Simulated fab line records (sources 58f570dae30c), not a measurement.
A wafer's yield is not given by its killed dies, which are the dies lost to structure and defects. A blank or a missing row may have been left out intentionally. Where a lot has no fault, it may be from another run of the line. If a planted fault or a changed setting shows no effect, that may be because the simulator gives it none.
fab line records | flow berkeley_cmos170
record: lots: 5 | wafers: 15 | last_day: 11
route steps=331 shown PVT@120 GATE@125 FIELD@126
lots that met no fault: taken from a fault-free run of the same line
start_h: the number of hours between the record's first day and the start of the first shown wafer of the lot | wait_h: hours elapsed since this lot's preceding step | " identical to the entry in the row above | L1.1+2: several wafers, shown together as one row | - value missing, or start not given | * or withheld: withheld | < > ~ a bound
route shown NAME@n: NAME is a module with steps in the file, n the number in the route of the first one | usual: mean and standard deviation over wafers with no fault | same: alike in all rows | chamber/n: place in a boat | sites: readings site by site | _std_site: how widely they spread, as a standard deviation | _edge_site: outer sites' mean less inner sites' | radius_mm: for every site, how far away it sits from the centre of the wafer | mask NAME#n: copy n | behind: the last tool/chamber to shape the wafer | hold: the reason the lot was held/the length of the hold in hours/how it ended | device: transistor that didn't switch, given as n, p or np | end of line: tests run on the same wafers once the route is complete | a step without rows: its recipe alone | killed: dies that structure and defects cost at the first sort, which is not the same as the wafer's yield | map: dies across one wafer; x = killed, . = not, _ = none there
set.NAME: setting as actually run; set.NAME@STEP: the setting as run at that earlier step | model.NAME: the simulator's own value behind a step, which no gauge read
a table for each step, a row for each wafer; lots at some steps of the route
services: from which hour (start_h, from the record's first day; less than 0 if before it) a tool's chamber was out of use, for how many hours, and why
== steps ==
step: UCB170_PVT_DEVELOP_05
recipe: developer: TMAH | develop_time_s: 45 | resist: KrF | dev_temp_c: 21
lot.wafer  | tool           | chamber | start_h | wait_h
L075.4+5+6 | litho_track-04 | 0       | -       | -
L084.4+5+6 | litho_track-04 | 0       | -       | -
L085.1+2+6 | litho_track-01 | 0       | -       | -
L086.1+2+3 | litho_track-04 | 0       | -       | -
L090.3+4+6 | litho_track-01 | 0       | -       | -
step: UCB170_PVT_OVL_MEAS_06
usual: PVT_OVL: 1/5.4
lot.wafer | tool       | chamber | start_h | wait_h | PVT_OVL[nm]
L075.4    | overlay-02 | -       | 122.53  | -      | -9
L075.5    | "          | -       | "       | "      | -1
L075.6    | "          | -       | "       | "      | -4
L084.4    | overlay-01 | -       | 173.71  | -      | 3
L084.5    | "          | -       | "       | "      | 1
L084.6    | "          | -       | "       | "      | 0
L085.1    | overlay-02 | -       | 173.85  | -      | -4
L085.2    | "          | -       | "       | "      | -1
L085.6    | "          | -       | "       | "      | 3
L086.1    | overlay-01 | -       | 173.96  | -      | 0
L086.2    | "          | -       | "       | "      | -9
L086.3    | "          | -       | "       | "      | -3
L090.3    | overlay-02 | -       | 207.53  | -      | 8
L090.4    | "          | -       | "       | "      | 4
L090.6    | "          | -       | "       | "      | -2
step: UCB170_PVT_IMPLANT_07
recipe: species: P | dose_cm2: 2e+12 | energy_kev: 30 | tilt_deg: 7
lot.wafer  | tool         | chamber | start_h | wait_h
L075.4+5+6 | implanter-01 | 0       | 122.63  | 0.1
L084.4+5+6 | implanter-03 | 0       | 173.80  | 0.1
L085.1+2+6 | implanter-04 | 0       | 173.88  | 0.0
L086.1+2+3 | implanter-03 | 0       | 174.00  | 0.0
L090.3+4+6 | implanter-01 | 0       | 207.60  | 0.1
step: UCB170_PVT_STRIP_08
recipe: chemistry: O2 | power_w: 400 | pressure_mtorr: 3500 | platen_temp_c: withheld | o2_flow_sccm: 400 | overash_fraction: 0.5
usual: drypump_motor_current_A: 5.9/0.58 | oes_product_au: 0.734/0.0043 | strip_time_to_endpoint_s: 21.68/0.065
lot.wafer | tool            | chamber | start_h | wait_h | drypump_motor_current_A | oes_product_au | rf_hours_counter_h | strip_time_to_endpoint_s
L075.4    | plasma_asher-04 | 1       | 122.73  | 0.1    | 6.7                     | 0.738          | -                  | 21.61
L075.5    | "               | 0       | "       | "      | 5.1                     | 0.727          | -                  | 21.64
L075.6    | "               | 1       | "       | "      | 6.6                     | 0.729          | -                  | 21.59
L084.4    | plasma_asher-04 | 0       | 173.91  | 0.1    | 5.1                     | 0.730          | -                  | 21.78
L084.5    | "               | 0       | "       | "      | 5.1                     | 0.734          | -                  | 21.74
L084.6    | "               | 1       | "       | "      | 6.6                     | 0.730          | -                  | 21.78
L085.1    | plasma_asher-01 | 0       | 174.03  | 0.1    | 6.4                     | 0.743          | 7                  | 21.58
L085.2    | "               | 1       | "       | "      | 5.1                     | 0.737          | 7                  | 21.66
L085.6    | "               | 1       | "       | "      | 5.1                     | 0.737          | -                  | 21.72
L086.1    | plasma_asher-02 | 1       | 174.15  | 0.1    | 5.9                     | 0.731          | 39                 | 21.74
L086.2    | "               | 0       | "       | "      | 6.2                     | 0.733          | 39                 | 21.76
L086.3    | "               | 0       | "       | "      | 6.2                     | 0.736          | -                  | 21.75
L090.3    | plasma_asher-04 | 1       | 207.73  | 0.1    | 6.6                     | 0.735          | -                  | 21.58
L090.4    | "               | 0       | "       | "      | 5.1                     | 0.731          | -                  | 21.64
L090.6    | "               | 0       | "       | "      | 5.1                     | 0.731          | -                  | 21.66
step: UCB170_PVT_TW_MEAS_09
usual: PVT_TW: 504/4.7
lot.wafer | tool          | chamber | start_h | wait_h | PVT_TW
L075.4    | film_metro-02 | -       | 122.83  | 0.1    | 511
L075.5    | "             | -       | "       | "      | 510
L075.6    | "             | -       | "       | "      | 509
L084.4    | film_metro-03 | -       | 174.00  | 0.1    | 499
L084.5    | "             | -       | "       | "      | 502
L084.6    | "             | -       | "       | "      | 502
L085.1    | film_metro-04 | -       | 174.20  | 0.1    | 504
L085.2    | "             | -       | "       | "      | 503
L085.6    | "             | -       | "       | "      | 503
L086.1    | film_metro-04 | -       | 174.26  | 0.1    | 504
L086.2    | "             | -       | "       | "      | 504
L086.3    | "             | -       | "       | "      | 505
L090.3    | film_metro-02 | -       | 207.82  | 0.1    | 511
L090.4    | "             | -       | "       | "      | 511
L090.6    | "             | -       | "       | "      | 513
step: UCB170_GATE_WET_ETCH_00
recipe: chemistry: dHF | dilution: 25:1 | target: SiO2 | temp_c: 25 | time_s: 200
usual: bath_heat_duty_pct: 6.2/0.78
lot.wafer | tool         | chamber | start_h | wait_h | bath_heat_duty_pct
L075.4    | wet_bench-04 | 2       | 122.86  | 0.0    | 7.5
L075.5    | "            | 2       | "       | "      | 7.0
L075.6    | "            | 2       | "       | "      | 7.4
L084.4    | wet_bench-04 | 1       | 174.03  | 0.0    | 6.2
L084.5    | "            | 1       | "       | "      | 6.8
L084.6    | "            | 1       | "       | "      | 6.4
L085.1    | wet_bench-04 | 1       | 174.26  | 0.1    | 5.7
L085.2    | "            | 1       | "       | "      | 6.0
L085.6    | "            | 1       | "       | "      | 6.0
L086.1    | wet_bench-04 | 1       | 174.32  | 0.1    | 7.2
L086.2    | "            | 1       | "       | "      | 6.4
L086.3    | "            | 1       | "       | "      | 6.6
L090.3    | wet_bench-03 | 3       | 207.86  | 0.0    | 5.0
L090.4    | "            | 3       | "       | "      | 5.9
L090.6    | "            | 3       | "       | "      | 6.3
step: UCB170_FIELD_THK_MEAS_91
recipe: reads: SiO2_of_FIELD_OXIDATION_01
usual: FIELD_OXIDE_LEFT_2_THK: 350/9.6
lot.wafer | tool          | chamber | start_h | wait_h | FIELD_OXIDE_LEFT_2_THK[nm]
L075.4    | film_metro-03 | -       | 122.96  | 0.0    | 336
L075.5    | "             | -       | "       | "      | 338
L075.6    | "             | -       | "       | "      | 342
L084.4    | film_metro-04 | -       | 174.17  | 0.1    | 349
L084.5    | "             | -       | "       | "      | 358
L084.6    | "             | -       | "       | "      | 344
L085.1    | film_metro-02 | -       | 174.32  | 0.0    | 355
L085.2    | "             | -       | "       | "      | 350
L085.6    | "             | -       | "       | "      | 347
L086.1    | film_metro-04 | -       | 174.39  | 0.0    | 345
L086.2    | "             | -       | "       | "      | 347
L086.3    | "             | -       | "       | "      | 347
L090.3    | film_metro-03 | -       | 207.96  | 0.0    | 346
L090.4    | "             | -       | "       | "      | 346
L090.6    | "             | -       | "       | "      | 340
step: UCB170_GATE_OXIDATION_01
recipe: temp_c: 850 | ambient: O2 | target_thk_a: 66 | ox_time_s: 1800
usual: zone_power_centre_pct: 41.6/0.68
lot.wafer | tool       | chamber | start_h | wait_h | zone_power_centre_pct
L075.4    | furnace-01 | 0       | 126.65  | 3.7    | 42.0
L075.5    | "          | 0       | "       | "      | 41.4
L075.6    | "          | 0       | "       | "      | 42.3
L084.4    | furnace-02 | 0       | 180.19  | 6.0    | 41.6
L084.5    | "          | 0       | "       | "      | 41.6
L084.6    | "          | 0       | "       | "      | 42.3
L085.1    | furnace-02 | 0       | 180.19  | 5.9    | 41.7
L085.2    | "          | 0       | "       | "      | 40.7
L085.6    | "          | 0       | "       | "      | 41.2
L086.1    | furnace-02 | 0       | 180.19  | 5.8    | 41.5
L086.2    | "          | 0       | "       | "      | 41.7
L086.3    | "          | 0       | "       | "      | 41.0
L090.3    | furnace-02 | 0       | 212.95  | 5.0    | 41.0
L090.4    | "          | 0       | "       | "      | 41.3
L090.6    | "          | 0       | "       | "      | 40.9
step: UCB170_GATE_THK_MEAS_02
recipe: reads: SiO2_of_GATE_OXIDATION_01
usual: GATE_OXIDE_THK: 6.61/0.17
lot.wafer | tool          | chamber | start_h | wait_h | GATE_OXIDE_THK[nm]
L075.4    | film_metro-01 | -       | 128.18  | 0.0    | 6.45
L075.5    | "             | -       | "       | "      | 6.47
L075.6    | "             | -       | "       | "      | 6.57
L085.1    | film_metro-02 | -       | 181.69  | 0.0    | 6.38
L085.2    | "             | -       | "       | "      | 6.56
L085.6    | "             | -       | "       | "      | 6.50
L084.4    | film_metro-04 | -       | 181.72  | 0.0    | 6.67
L084.5    | "             | -       | "       | "      | 6.74
L084.6    | "             | -       | "       | "      | 6.70
L086.1    | film_metro-04 | -       | 181.75  | 0.1    | 6.53
L086.2    | "             | -       | "       | "      | 6.44
L086.3    | "             | -       | "       | "      | 6.39
L090.3    | film_metro-02 | -       | 214.47  | 0.0    | 6.73
L090.4    | "             | -       | "       | "      | 6.59
L090.6    | "             | -       | "       | "      | 6.58
step: UCB170_GATE_ANNEAL_03
recipe: temp_c: 900 | time_s: 1800 | ambient: N2
usual: zone_power_centre_pct: 45.0/0.76
lot.wafer | tool       | chamber | start_h | wait_h | zone_power_centre_pct
L075.4    | furnace-01 | 0       | 129.65  | 1.5    | 45.2
L075.5    | "          | 0       | "       | "      | 45.7
L075.6    | "          | 0       | "       | "      | 45.8
L084.4    | furnace-01 | 0       | 185.48  | 3.8    | 45.8
L084.5    | "          | 0       | "       | "      | 45.4
L084.6    | "          | 0       | "       | "      | 46.2
L085.1    | furnace-01 | 0       | 185.48  | 3.8    | 44.8
L085.2    | "          | 0       | "       | "      | 45.2
L085.6    | "          | 0       | "       | "      | 46.1
L086.1    | furnace-01 | 0       | 185.48  | 3.7    | 44.9
L086.2    | "          | 0       | "       | "      | 44.9
L086.3    | "          | 0       | "       | "      | 45.8
L090.3    | furnace-01 | 0       | 216.75  | 2.3    | 45.1
L090.4    | "          | 0       | "       | "      | 46.4
L090.6    | "          | 0       | "       | "      | 46.1
step: UCB170_GATE_CVD_04
recipe: material: poly-Si | temp_c: 610 | precursor: SiH4 | time_s: 1440 | pressure_mtorr: 375 | target_thk_nm: 214 | sih4_flow_sccm: 120
usual: zone_power_centre_pct: 28.3/1.2
lot.wafer | tool     | chamber | start_h | wait_h | zone_power_centre_pct
L075.4    | lpcvd-02 | 1       | 131.15  | 0.0    | 30.4
L075.5    | "        | 1       | "       | "      | 30.0
L075.6    | "        | 1       | "       | "      | 29.9
L084.4    | lpcvd-01 | 1       | 186.98  | 0.0    | 28.9
L084.5    | "        | 1       | "       | "      | 28.8
L084.6    | "        | 1       | "       | "      | 29.2
L085.1    | lpcvd-01 | 1       | 186.98  | 0.0    | 28.6
L085.2    | "        | 1       | "       | "      | 28.7
L085.6    | "        | 1       | "       | "      | 29.2
L086.1    | lpcvd-01 | 1       | 186.98  | 0.0    | 28.8
L086.2    | "        | 1       | "       | "      | 28.2
L086.3    | "        | 1       | "       | "      | 29.3
L090.3    | lpcvd-01 | 0       | 218.25  | 0.0    | 26.7
L090.4    | "        | 0       | "       | "      | 26.7
L090.6    | "        | 0       | "       | "      | 26.4
step: UCB170_GATE_THK_MEAS_05
recipe: reads: poly-Si_of_GATE_CVD_04
usual: GATE_POLY_THK: 214.8/2.1
lot.wafer | tool          | chamber | start_h | wait_h | GATE_POLY_THK[nm]
L075.4    | film_metro-04 | -       | 133.28  | 0.0    | 215.9
L075.5    | "             | -       | "       | "      | 216.0
L075.6    | "             | -       | "       | "      | 219.5
L085.1    | film_metro-01 | -       | 188.38  | 0.0    | 214.4
L085.2    | "             | -       | "       | "      | 215.8
L085.6    | "             | -       | "       | "      | 216.0
L086.1    | film_metro-04 | -       | 188.38  | 0.0    | 212.9
L086.2    | "             | -       | "       | "      | 212.4
L086.3    | "             | -       | "       | "      | 212.0
L084.4    | film_metro-02 | -       | 188.41  | 0.0    | 216.0
L084.5    | "             | -       | "       | "      | 213.3
L084.6    | "             | -       | "       | "      | 214.0
L090.3    | film_metro-04 | -       | 219.73  | 0.1    | 213.1
L090.4    | "             | -       | "       | "      | 212.2
L090.6    | "             | -       | "       | "      | 215.1
step: UCB170_GATE_COAT_06
recipe: resist: BARC | temp_c: withheld | time_s: withheld | spin_rpm: 3000 | resist_thk_nm: withheld
usual: spin_speed_rpm: 3000.0/1.9
lot.wafer | tool           | chamber | start_h | wait_h | spin_speed_rpm
L075.4    | litho_track-03 | 0       | 133.39  | 0.1    | 3000.7
L075.5    | "              | 0       | "       | "      | 2998.8
L075.6    | "              | 0       | "       | "      | 2996.5
L084.4    | litho_track-02 | 0       | 188.66  | 0.2    | 2997.8
L084.5    | "              | 0       | "       | "      | 2998.5
L084.6    | "              | 0       | "       | "      | 3000.7
L085.1    | litho_track-02 | 0       | 189.03  | 0.6    | 3000.0
L085.2    | "              | 0       | "       | "      | 3000.3
L085.6    | "              | 0       | "       | "      | 3000.9
L086.1    | litho_track-03 | 0       | 189.12  | 0.7    | 3001.3
L086.2    | "              | 0       | "       | "      | 3002.0
L086.3    | "              | 0       | "       | "      | 3001.2
L090.3    | litho_track-02 | 0       | 220.21  | 0.5    | 2999.4
L090.4    | "              | 0       | "       | "      | 2999.7
L090.6    | "              | 0       | "       | "      | 2998.7
step: UCB170_GATE_COAT_07
recipe: resist: KrF | spin_rpm: 1463 | resist_thk_nm: 900
usual: spin_speed_rpm: 1462.8/0.99
lot.wafer | tool           | chamber | start_h | wait_h | spin_speed_rpm
L075.4    | litho_track-03 | 0       | -       | -      | 1462.6
L075.5    | "              | 0       | "       | "      | 1462.8
L075.6    | "              | 0       | "       | "      | 1462.3
L084.4    | litho_track-02 | 0       | -       | -      | 1464.0
L084.5    | "              | 0       | "       | "      | 1462.1
L084.6    | "              | 0       | "       | "      | 1461.6
L085.1    | litho_track-02 | 0       | -       | -      | 1461.2
L085.2    | "              | 0       | "       | "      | 1463.1
L085.6    | "              | 0       | "       | "      | 1462.5
L086.1    | litho_track-03 | 0       | -       | -      | 1464.1
L086.2    | "              | 0       | "       | "      | 1463.0
L086.3    | "              | 0       | "       | "      | 1462.8
L090.3    | litho_track-02 | 0       | -       | -      | 1464.3
L090.4    | "              | 0       | "       | "      | 1463.8
L090.6    | "              | 0       | "       | "      | 1462.0
step: UCB170_GATE_SOFTBAKE_08
recipe: resist: KrF | temp_c: 130 | time_s: 60
lot.wafer  | tool           | chamber | start_h | wait_h
L075.4+5+6 | litho_track-03 | 0       | -       | -
L084.4+5+6 | litho_track-02 | 0       | -       | -
L085.1+2+6 | litho_track-02 | 0       | -       | -
L086.1+2+3 | litho_track-03 | 0       | -       | -
L090.3+4+6 | litho_track-02 | 0       | -       | -
step: UCB170_GATE_EXPOSE_09
recipe: mask_id: POLY | target_cd_nm: 350 | na: 0.5 | sigma_outer: 0.6 | source_shape: conventional | dose_mj: 21
lot.wafer  | tool           | chamber | start_h | wait_h | mask
L075.4+5+6 | krf_scanner-02 | 0       | 133.95  | -      | POLY#0
L084.4+5+6 | krf_scanner-02 | 0       | 189.09  | -      | POLY#0
L085.1+2+6 | krf_scanner-01 | 0       | 189.61  | -      | POLY#0
L086.1+2+3 | krf_scanner-02 | 0       | 189.85  | -      | POLY#0
L090.3+4+6 | krf_scanner-01 | 0       | 220.80  | -      | POLY#0
step: UCB170_GATE_PEB_10
recipe: peb_temp_c: 130 | peb_time_s: withheld | resist: KrF
lot.wafer  | tool           | chamber | start_h | wait_h
L075.4+5+6 | litho_track-04 | 0       | 134.52  | 0.6
L084.4+5+6 | litho_track-02 | 0       | 189.83  | 0.7
L085.1+2+6 | litho_track-02 | 0       | 190.03  | 0.4
L086.1+2+3 | litho_track-03 | 0       | 190.12  | 0.2
L090.3+4+6 | litho_track-02 | 0       | 220.93  | 0.1
step: UCB170_GATE_DEVELOP_11
recipe: developer: TMAH | develop_time_s: 45 | resist: KrF | dev_temp_c: 21
lot.wafer  | tool           | chamber | start_h | wait_h
L075.4+5+6 | litho_track-04 | 0       | -       | -
L084.4+5+6 | litho_track-02 | 0       | -       | -
L085.1+2+6 | litho_track-02 | 0       | -       | -
L086.1+2+3 | litho_track-03 | 0       | -       | -
L090.3+4+6 | litho_track-02 | 0       | -       | -
step: UCB170_GATE_CD_MEAS_12
recipe: target_cd_nm: 350
usual: cd_nm: 350.7/1.4
lot.wafer | tool      | chamber | start_h | wait_h | cd_nm
L075.4    | cd_sem-02 | -       | 134.78  | -      | 349.4
L075.5    | "         | -       | "       | "      | 350.7
L075.6    | "         | -       | "       | "      | 351.3
L084.4    | cd_sem-01 | -       | 190.09  | -      | 351.8
L084.5    | "         | -       | "       | "      | 352.4
L084.6    | "         | -       | "       | "      | 350.6
L085.1    | cd_sem-01 | -       | 190.31  | -      | 350.3
L085.2    | "         | -       | "       | "      | 350.0
L085.6    | "         | -       | "       | "      | 349.4
L086.1    | cd_sem-01 | -       | 190.43  | -      | 348.8
L086.2    | "         | -       | "       | "      | 350.3
L086.3    | "         | -       | "       | "      | 349.8
L090.3    | cd_sem-01 | -       | 221.19  | -      | 351.1
L090.4    | "         | -       | "       | "      | 352.5
L090.6    | "         | -       | "       | "      | 351.4
step: UCB170_GATE_OVL_MEAS_13
usual: GATE_OVL: 2/5.2
lot.wafer | tool       | chamber | start_h | wait_h | GATE_OVL[nm]
L075.4    | overlay-02 | -       | 134.86  | 0.1    | 9
L075.5    | "          | -       | "       | "      | -1
L075.6    | "          | -       | "       | "      | 3
L084.4    | overlay-01 | -       | 190.17  | 0.1    | 5
L084.5    | "          | -       | "       | "      | -1
L084.6    | "          | -       | "       | "      | 3
L085.1    | overlay-02 | -       | 190.43  | 0.1    | 2
L085.2    | "          | -       | "       | "      | 4
L085.6    | "          | -       | "       | "      | 4
L086.1    | overlay-01 | -       | 190.55  | 0.1    | 1
L086.2    | "          | -       | "       | "      | 6
L086.3    | "          | -       | "       | "      | -2
L090.3    | overlay-01 | -       | 221.28  | 0.1    | 0
L090.4    | "          | -       | "       | "      | 6
L090.6    | "          | -       | "       | "      | 7
== services ==
tool            | chamber | start_h | hours | kind
plasma_asher-01 | -       | 99.59   | 0.6   | repair
implanter-03    | -       | 100.28  | 1.0   | repair
krf_scanner-01  | -       | 104.63  | 1.4   | repair
implanter-04    | -       | 106.58  | 1.5   | repair
plasma_asher-01 | -       | 108.75  | 9.0   | pm
krf_scanner-01  | -       | 112.65  | 1.0   | pm
krf_scanner-02  | -       | 115.36  | -     | calibration
krf_scanner-02  | -       | 121.47  | 1.3   | pm
krf_scanner-01  | 0       | 124.61  | -     | calibration
krf_scanner-01  | -       | 132.57  | 0.8   | pm
lpcvd-02        | -       | 148.83  | 0.5   | repair
krf_scanner-01  | -       | 149.13  | 1.3   | pm
krf_scanner-02  | -       | 154.60  | 1.0   | pm
implanter-01    | -       | 160.28  | 3.7   | pm
krf_scanner-02  | 0       | 160.73  | -     | calibration
furnace-01      | -       | 166.47  | 3.3   | pm
implanter-01    | -       | 173.82  | 3.3   | pm
furnace-01      | -       | 191.73  | 3.9   | pm
lpcvd-01        | -       | 195.75  | 0.6   | repair
krf_scanner-02  | -       | 203.74  | 0.8   | pm
furnace-02      | -       | 206.52  | 2.5   | pm
wet_bench-04    | -       | 210.07  | 35.0  | repair
implanter-03    | -       | 212.52  | 3.9   | pm
plasma_asher-01 | -       | 219.53  | 4.8   | repair
== key ==
fault none
